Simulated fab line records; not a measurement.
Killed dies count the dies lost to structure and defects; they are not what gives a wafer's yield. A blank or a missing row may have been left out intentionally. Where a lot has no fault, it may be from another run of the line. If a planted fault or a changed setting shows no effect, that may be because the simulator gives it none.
Which tool is to blame?	flow berkeleyCmos170	12 lots with 36 wafers sampled at 3 steps, on a route of 331 steps

## WHAT EACH GAUGE READ, for each wafer
UCB170_V2_BOW_MEAS_03. Usual: V2_BOW 37 um, standard deviation 6.3.
lot	measured	on	V2_BOW (um)	flag
L751	day 9 11:31	filmMetro-03	45 39 37	
L752	day 9 22:52	filmMetro-03	50 39 39	
L753	day 10 01:20	filmMetro-02	34 36 30	
L755	day 10 13:49	filmMetro-04	27 44 34	
L754	day 10 14:19	filmMetro-04	34 36 33	
L756	day 10 14:35	filmMetro-03	37 39 36	
L760	day 11 04:57	filmMetro-02	22 38 32	
L758	day 11 05:09	filmMetro-02	34 43 40	
L767	day 12 09:53	filmMetro-03	31 38 41	
L769	day 12 19:58	filmMetro-02	36 25 39	
L772	day 13 07:50	filmMetro-02	33 36 46	
L773	day 13 20:37	filmMetro-02	29 42 48	

## WHICH TOOL RAN EACH LOT (tool, then ch and the chambers of the sampled wafers, then the start)
lot	UCB170_M2_ETCH_17	UCB170_V2_CMP_02
L751	rieDiel-01 ch 0,2,3, day 9 10:33	cmp-01 ch 0,2,3, day 9 11:13
L752	rieDiel-03 ch 1,3, day 9 21:53	cmp-01 ch 0,1,3, day 9 22:34
L753	rieDiel-03 ch 1,2,3, day 10 00:20	cmp-02 ch 1,3, day 10 01:01
L755	rieDiel-03 ch 1,3, day 10 12:50	cmp-02 ch 0,1,3, day 10 13:30
L754	rieDiel-02 ch 0,1,2, day 10 13:19	cmp-01 ch 0,1,2, day 10 14:08
L756	rieDiel-01 ch 0,1,3, day 10 13:34	cmp-02 ch 1,2,3, day 10 14:23
L760	rieDiel-03 ch 2,3, day 11 03:59	cmp-02 ch 2,3, day 11 04:39
L758	rieDiel-01 ch 0,3, day 11 04:05	cmp-01 ch 1,2, day 11 04:52
L767	rieDiel-03 ch 0,1,3, day 12 08:43	cmp-02 ch 0,1,3, day 12 09:34
L769	rieDiel-01 ch 0,2,3, day 12 18:59	cmp-02 ch 0,1,2, day 12 19:40
L772	rieDiel-02 ch 0,1,2, day 13 06:52	cmp-02 ch 0,1,3, day 13 07:38
L773	rieDiel-02 ch 1,2, day 13 19:20	cmp-01 ch 0,3, day 13 20:16
- UCB170_M2_ETCH_17: etches BARC in N2/H2.
- UCB170_V2_CMP_02: polishes SiO2.

## AS READ BY THE TOOLS THEMSELVES (means over the sampled wafers that have a number; for cases with no such wafer, the mark the record gives instead)
UCB170_M2_ETCH_17. Usual: drypumpMotorCurrentA 5.9 A, standard deviation 0.38; oesProductAu 1.007 a.u., standard deviation 0.02; throttleValvePct 13.31 %, standard deviation 0.17.
lot	tool	drypumpMotorCurrentA (A)	oesProductAu (a.u.)	throttleValvePct (%)	flag
L751	rieDiel-01	6.1	0.991	13.37	
L752	rieDiel-03	5.8	1.011	13.44	
L753	rieDiel-03	5.9	1.011	13.31	
L755	rieDiel-03	5.8	1.005	13.40	
L754	rieDiel-02	5.9	1.023	13.34	
L756	rieDiel-01	5.9	0.992	13.35	
L760	rieDiel-03	5.9	1.020	13.28	
L758	rieDiel-01	5.9	0.987	13.46	
L767	rieDiel-03	5.7	1.013	13.29	
L769	rieDiel-01	6.1	0.991	13.38	
L772	rieDiel-02	6.0	1.018	13.35	
L773	rieDiel-02	6.4	1.035	13.41	

UCB170_V2_CMP_02. Usual: motorCurrentA at 15.1 A, with a standard deviation of 1.2.
lot	tool	motorCurrentA (A)	flag
L751	cmp-01	14.9	
L752	cmp-01	15.5	
L753	cmp-02	15.7	
L755	cmp-02	15.5	
L754	cmp-01	14.3	
L756	cmp-02	15.5	
L760	cmp-02	16.5	
L758	cmp-01	13.5	
L767	cmp-02	15.1	
L769	cmp-02	14.7	
L772	cmp-02	15.5	
L773	cmp-01	15.4	

## THE ANSWER, worked out from the rows above alone
Rule: lot off if the mean of its wafers having a number is beyond 3 standard deviations from the usual mean. Also off: a lot with no number at a reading for which 4 or more lots have one. The other lots that the step has rows for count as sound. The gauges are gone through in route order, then the tools' own readings, and for those a lot's mean is taken as printed above. The first step at which some lot is off is used, and at that step the reading that is off furthest; a lot without a number counts as furthest.
Nothing can be told from this: no lot is off at any reading shown.

## WHAT HAD BEEN PUT IN BY THE SIMULATOR
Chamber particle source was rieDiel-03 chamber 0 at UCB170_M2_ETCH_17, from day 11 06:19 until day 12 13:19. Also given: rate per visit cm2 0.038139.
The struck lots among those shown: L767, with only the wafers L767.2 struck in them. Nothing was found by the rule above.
